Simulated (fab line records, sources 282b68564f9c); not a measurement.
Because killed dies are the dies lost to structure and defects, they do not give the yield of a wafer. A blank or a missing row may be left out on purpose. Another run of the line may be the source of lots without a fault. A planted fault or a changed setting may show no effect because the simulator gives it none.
Which tool was responsible? :: flow ritCmos :: 21 wafers from 7 lots sampled at 2 of the route's 202 steps

## WHAT THE GAUGES SHOWED, per wafer
RIT_SDANNEAL_RS_MEAS_04: measurement is done with a four-point probe.
lot: L186
measured: day 3 13:53
on: filmMetro-01
PSD_RS (ohm/sq): 116.26 116.17 115.99

lot: L189
measured: day 4 04:35
on: filmMetro-04
PSD_RS (ohm/sq): 116.53 116.42 116.15

lot: L191
measured: day 4 14:58
on: filmMetro-01
PSD_RS (ohm/sq): 116.75 116.24 116.51

lot: L193
measured: day 4 23:13
on: filmMetro-04
PSD_RS (ohm/sq): 116.49 116.43 116.09

lot: L195
measured: day 5 10:19
on: filmMetro-01
PSD_RS (ohm/sq): 115.89 115.83 116.07

lot: L201
measured: day 6 16:51
on: filmMetro-04
PSD_RS (ohm/sq): 116.32 115.90 116.27

lot: L203
measured: day 7 04:13
on: filmMetro-02
PSD_RS (ohm/sq): 116.44 116.11 116.24

## WHICH TOOL RAN EACH LOT (tool, then ch and the chambers of the sampled wafers, then the start)
lot: L186
RIT_ACTIVE_OXIDATION_01: furnace-04 ch 0, day 1 20:07

lot: L189
RIT_ACTIVE_OXIDATION_01: furnace-01 ch 0, day 2 11:07

lot: L191
RIT_ACTIVE_OXIDATION_01: furnace-03 ch 0, day 2 21:07

lot: L193
RIT_ACTIVE_OXIDATION_01: furnace-01 ch 0, day 3 07:07

lot: L195
RIT_ACTIVE_OXIDATION_01: furnace-01 ch 0, day 3 17:18

lot: L201
RIT_ACTIVE_OXIDATION_01: furnace-03 ch 0, day 4 23:29

lot: L203
RIT_ACTIVE_OXIDATION_01: furnace-04 ch 0, day 5 09:37
- RIT_ACTIVE_OXIDATION_01: target thk 46.8 nm, ox time 3360 s.

## THE ANSWER, worked out from the rows above alone
Rule: what is usual is taken from the lots themselves. Put in order of their means at a reading, lots are off if they are a third of the lots or fewer, leave a main group of 4 or more, and stand apart from it by a gap of 3 or more times the standard deviation of the main group's means; of several such gaps the widest counts. The tables above print the reading to a certain number of digits; a main group whose means all agree to those digits is not used. A lot without any number at a reading at which 4 lots or more have one is off too. Any other lot the step has rows for is counted as sound.
None of the lots is off at any reading shown; this tells nothing.

## WHAT THE SIMULATOR HAD PUT IN
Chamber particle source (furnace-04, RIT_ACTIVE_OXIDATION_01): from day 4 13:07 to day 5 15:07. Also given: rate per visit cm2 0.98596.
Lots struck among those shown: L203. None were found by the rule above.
